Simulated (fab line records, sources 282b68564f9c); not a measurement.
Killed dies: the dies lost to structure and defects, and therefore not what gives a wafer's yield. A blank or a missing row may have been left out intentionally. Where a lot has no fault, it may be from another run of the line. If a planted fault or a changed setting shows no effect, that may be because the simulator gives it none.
Which tool did it? || flow ritCmos || Sampling: 7 lots, 21 wafers, 2 of 202 route steps

WHAT THE GAUGES READ, wafer by wafer
RIT_GATE_THK_MEAS_09.
{"lot": "L686", "measured": "day 2 19:59", "on": "filmMetro-01", "GATE_POLY_THK (nm)": "252.0 252.2 251.1"}
{"lot": "L689", "measured": "day 3 10:59", "on": "filmMetro-04", "GATE_POLY_THK (nm)": "250.7 250.2 250.5"}
{"lot": "L693", "measured": "day 4 10:16", "on": "filmMetro-04", "GATE_POLY_THK (nm)": "250.3 252.6 248.6"}
{"lot": "L695", "measured": "day 4 18:38", "on": "filmMetro-04", "GATE_POLY_THK (nm)": "249.1 248.0 251.1"}
{"lot": "L704", "measured": "day 6 11:36", "on": "filmMetro-01", "GATE_POLY_THK (nm)": "122.4 119.7 123.0"}
{"lot": "L706", "measured": "day 6 21:34", "on": "filmMetro-01", "GATE_POLY_THK (nm)": "248.8 249.7 249.8"}
{"lot": "L708", "measured": "day 7 08:15", "on": "filmMetro-01", "GATE_POLY_THK (nm)": "253.7 252.6 253.2"}

WHICH TOOL RAN EACH LOT (tool, then ch and the chambers of the sampled wafers, then the start)
{"lot": "L686", "RIT_GATE_CVD_08": "lpcvd-02 ch 0, day 2 18:22"}
{"lot": "L689", "RIT_GATE_CVD_08": "lpcvd-02 ch 1, day 3 09:22"}
{"lot": "L693", "RIT_GATE_CVD_08": "lpcvd-02 ch 0, day 4 08:40"}
{"lot": "L695", "RIT_GATE_CVD_08": "lpcvd-02 ch 0, day 4 16:59"}
{"lot": "L704", "RIT_GATE_CVD_08": "lpcvd-02 ch 0, day 6 09:58"}
{"lot": "L706", "RIT_GATE_CVD_08": "lpcvd-01 ch 1, day 6 19:56"}
{"lot": "L708", "RIT_GATE_CVD_08": "lpcvd-01 ch 1, day 7 06:38"}
- RIT_GATE_CVD_08: deposits poly-Si from SiH4, target thk 250 nm, time 2220 s.

THE ANSWER, worked out from the rows above alone
Rule: the lots themselves supply what counts as usual. The widest of any qualifying gaps counts: lots, ordered by their means at a reading, are off when they make up no more than a third of the lots, leave a main group of 4 or more, and stand apart from it by 3 or more times the standard deviation of that group's means. A main group is skipped when, at the precision printed for the reading in the tables above, its means are all equal. A lot without any number at a reading at which 4 lots or more have one is off too. Where the step has rows for the other lots, those lots are counted as sound.
Off: L704, seen at RIT_GATE_THK_MEAS_09 (GATE_POLY_THK). For the main group the mean is 250.8 nm and the standard deviation 1.3.
A tool fits if, at a process step before that reading, it ran every lot that is off, and no sound lot after the first of them. The gauges at RIT_GATE_THK_MEAS_09 are tried like those tools. One candidate fits, namely lpcvd-02 at RIT_GATE_CVD_08. Its last sound lot is L695 (day 4 16:59), its first lot that is off L704 (day 6 09:58): a fault that began between those two fits.

WHAT THE SIMULATOR HAD INSERTED
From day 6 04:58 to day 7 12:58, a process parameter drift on lpcvd-02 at RIT_GATE_CVD_08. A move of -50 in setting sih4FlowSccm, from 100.
Struck lots among those shown: L704. The rule above reached the same finding.
